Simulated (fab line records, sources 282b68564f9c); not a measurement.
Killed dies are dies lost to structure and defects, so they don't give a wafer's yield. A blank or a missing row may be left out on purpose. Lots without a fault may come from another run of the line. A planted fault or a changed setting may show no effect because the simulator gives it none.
Problem report in the 8D (eight disciplines) form, filled by code | flow rit_cmos | the parts of the form that need people (team, actions taken, sign-off) are left out

1. THE PROBLEM
SPACER_NITRIDE_THK at RIT_SPACER_THK_MEAS_04 reads a mean of 319.8 nm on 9 wafers of 3 lots; wafers without a fault read 249.8 nm with a standard deviation of 2. That is +35 standard deviations from the usual mean.
First seen on wafer L763.3, day 4 18:28, on film_metro-03. The record holds 45 wafers of 15 lots with a number at this step. Rule for "out", or "out of limits": more than 4 standard deviations from the usual mean. The other wafers with a number count as sound.

2. WHAT IT IS AND WHAT IT IS NOT
question                    | is                           | is not
which readings at this step | SPACER_NITRIDE_THK           | -
which lots                  | L763, L765, L766             | L755, L756, L757, L759, L764, L768, L769, L770, L772, L773, L774, L776
which wafers of those lots  | all that have a number       | -
read on which gauges        | film_metro-02, film_metro-03 | film_metro-01
when                        | from day 4 18:28             | up to then (12 sound wafers); but 24 sound wafers of L764, L768, L769, L770, L772, L773, L774, L776 came after

3. SUSPECTS, AND WHAT RULES EACH OUT
Counting: a tool at a process step up to the reading stays a suspect if it ran every lot that is out and no sound lot after the first of them.
- the gauge at RIT_SPACER_THK_MEAS_04: ruled out. The wafers that are out were read on 2 gauges (film_metro-02, film_metro-03).
- lpcvd-02 at RIT_SPACER_CVD_03 (deposits Si3N4 from SiH2Cl2/NH3, target thk 250 nm, time 3300 s): kept. It ran every lot that is out, first L763 (day 4 16:32), and no sound lot after that; its last sound lot up to then is L759 (day 3 18:44).
Left after counting: lpcvd-02 at RIT_SPACER_CVD_03.

4. THE CAUSE (what the simulator had put in)
Process parameter drift: lpcvd-02, from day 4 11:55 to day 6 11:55, at RIT_SPACER_CVD_03. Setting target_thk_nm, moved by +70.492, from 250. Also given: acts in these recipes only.
Counting left only this tool.

5. THE CHAIN OF EFFECTS, in route order
Each row: a reading whose mean over the struck wafers that have a number lies more than 3 standard deviations from the usual. Only readings for which the record gives a usual standard deviation are gone through. hours: the time from each lot's start at the first step in this table that gives one to its start at this step, as a median over the lots. sigmas: the change in usual standard deviations.
hours | step                   | reading            | usual      | on struck wafers | change | sigmas
0     | RIT_SPACER_THK_MEAS_04 | SPACER_NITRIDE_THK | 249.8 nm   | 319.8            | +70.0  | +35
0     | RIT_SPACER_ETCHBACK_05 | oes_product_au     | 0.850 a.u. | 1.006            | +0.156 | +12
The process steps in it:
- RIT_SPACER_ETCHBACK_05: etches Si3N4 in SF6/CHF3, stops on SiO2, target depth 250 nm, time 240 s.

6. WHAT WOULD HAVE CAUGHT IT SOONER
In this record the first reading out of limits at a measuring or inspecting step was taken at day 4 18:28, 7 hours after the fault began at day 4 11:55.
Of the lots that are out (3), L765, L766 began RIT_SPACER_CVD_03 on lpcvd-02 after day 4 18:28. A hold on the tool at that time would have spared those 2.
